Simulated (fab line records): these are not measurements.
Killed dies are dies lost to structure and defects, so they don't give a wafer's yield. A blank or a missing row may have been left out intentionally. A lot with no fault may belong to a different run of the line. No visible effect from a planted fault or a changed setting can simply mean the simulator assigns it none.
Matching of chambers | flow rit_cmos | rie_si-02 running RIT_GATE_ETCH_19: 4 sister chambers
The step etches poly-Si in SF6/CHF3/O2, stops on SiO2, time 165 s, target depth 312.5 nm. 7 wafers are shown with their chamber, then 7 later ones without.

## WAFERS PAIRED WITH THEIR CHAMBERS
wafer  | chamber | throttle_valve_pct (%) | drypump_motor_current_A (A)
L876.4 | 0       | 10.10                  | 5.0
L878.3 | 2       | 10.33                  | 6.0
L880.4 | 0       | 10.12                  | 5.0
L887.1 | 1       | 10.15                  | 5.3
L887.5 | 3       | 10.42                  | 6.0
L893.1 | 1       | 10.16                  | 5.4
L893.2 | 3       | 10.42                  | 6.0

## WAFERS MISSING THEIR CHAMBER
wafer  | throttle_valve_pct (%) | drypump_motor_current_A (A)
L893.4 | 10.13                  | 5.0
L895.2 | 10.43                  | 6.0
L895.3 | 10.15                  | 5.3
L895.6 | 10.10                  | 5.1
L899.4 | 10.43                  | 5.9
L899.5 | 10.17                  | 5.4
L899.6 | 10.30                  | 6.0

## CHAMBER TAKEN BY EACH
wafer  | from the rows above | in truth
L893.4 | 0                   | 0
L895.2 | 3                   | 3
L895.3 | 1                   | 1
L895.6 | 0                   | 0
L899.4 | 3                   | 3
L899.5 | 1                   | 1
L899.6 | 2                   | 2
Correctly placed: 7 of 7. Can't be placed from these rows: 0. Wrongly placed: 0.
How it was worked out, from the rows above alone: a wafer's distance from a chamber is the root of the sum, over the readings, of the square of ((its reading less the chamber's mean) divided by the reading's scatter). The wafer belongs to the nearest chamber; if the next one is less than 2 further off, it can't be placed. Each chamber's mean is taken over the wafers shown for it. The scatter: the root of (the sum of the squares of (reading less its chamber's mean) over the shown wafers, divided by (wafers less chambers)).
